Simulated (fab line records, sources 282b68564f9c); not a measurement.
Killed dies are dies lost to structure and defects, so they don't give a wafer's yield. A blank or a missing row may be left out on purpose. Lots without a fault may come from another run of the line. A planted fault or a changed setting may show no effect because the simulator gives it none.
Split-lot experiment | flow rit_cmos | 5 lots, 23 wafers read, on a route of 202 steps

THE SPLIT
At RIT_FOX2_OXIDATION_00 (target thk 350.7 nm, ox time 1130 s), the setting ox_time_s was moved away from the recipe's 1130 s on 10 of the 23 wafers read, by -8.7% to +6.7%. The other wafers ran this setting at the recipe's value.

The reading is taken at the split's own step.

THE READING
SiO2_of_FOX2_OXIDATION_00.thk_nm (the simulator's own value, which no gauge read), in nm, at RIT_FOX2_OXIDATION_00 (target thk 350.7 nm, ox time 1130 s). The file gives no usual value for it. The 13 wafers here that ran the recipe average 346.8 nm, standard deviation 4.9 nm.

wafer  | tool, chamber at the split | ox_time_s as run, s | against the recipe | SiO2_of_FOX2_OXIDATION_00.thk_nm, nm | against lot-mates on the recipe
L074.1 | -, -                       | 1032                | -8.7%              | 333.7                                | no lot-mate on the recipe
L074.3 | -, -                       | 1032                | -8.7%              | 330.5                                | no lot-mate on the recipe
L074.4 | -, -                       | 1032                | -8.7%              | 334.6                                | no lot-mate on the recipe
L074.5 | -, -                       | 1032                | -8.7%              | 336.3                                | no lot-mate on the recipe
L074.6 | -, -                       | 1032                | -8.7%              | 333.9                                | no lot-mate on the recipe
L076.1 | -, -                       | 1130                | recipe             | 351.2                                | -
L076.2 | -, -                       | 1130                | recipe             | 351.3                                | -
L076.4 | -, -                       | 1130                | recipe             | 346.1                                | -
L076.5 | -, -                       | 1130                | recipe             | 347.8                                | -
L076.6 | -, -                       | 1130                | recipe             | 340.1                                | -
L078.1 | furnace-02, 0              | 1130                | recipe             | 344.3                                | -
L078.4 | furnace-02, 0              | 1130                | recipe             | 342.6                                | -
L078.6 | furnace-02, 0              | 1130                | recipe             | 336.5                                | -
L083.1 | -, -                       | 1130                | recipe             | 345.4                                | -
L083.2 | -, -                       | 1130                | recipe             | 354.1                                | -
L083.4 | -, -                       | 1130                | recipe             | 352.2                                | -
L083.5 | -, -                       | 1130                | recipe             | 347.9                                | -
L083.6 | -, -                       | 1130                | recipe             | 349                                  | -
L085.1 | -, -                       | 1206                | +6.7%              | 367.8                                | no lot-mate on the recipe
L085.2 | -, -                       | 1206                | +6.7%              | 368.8                                | no lot-mate on the recipe
L085.3 | -, -                       | 1206                | +6.7%              | 365.9                                | no lot-mate on the recipe
L085.4 | -, -                       | 1206                | +6.7%              | 369.9                                | no lot-mate on the recipe
L085.5 | -, -                       | 1206                | +6.7%              | 370.9                                | no lot-mate on the recipe

THE FIT
A straight line over all 23 wafers: SiO2_of_FOX2_OXIDATION_00.thk_nm changes by +2.2 nm for each +1% of ox_time_s; r = +0.91; the points scatter about the line by 5.3 nm.
Too few moved wafers have a lot-mate on the recipe to fit a line with each lot's own level taken away.

THE FILE'S OWN FIT
SiO2_of_FOX2_OXIDATION_00.thk_nm changes by +2.2 nm for each +1% of ox_time_s, r = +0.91.
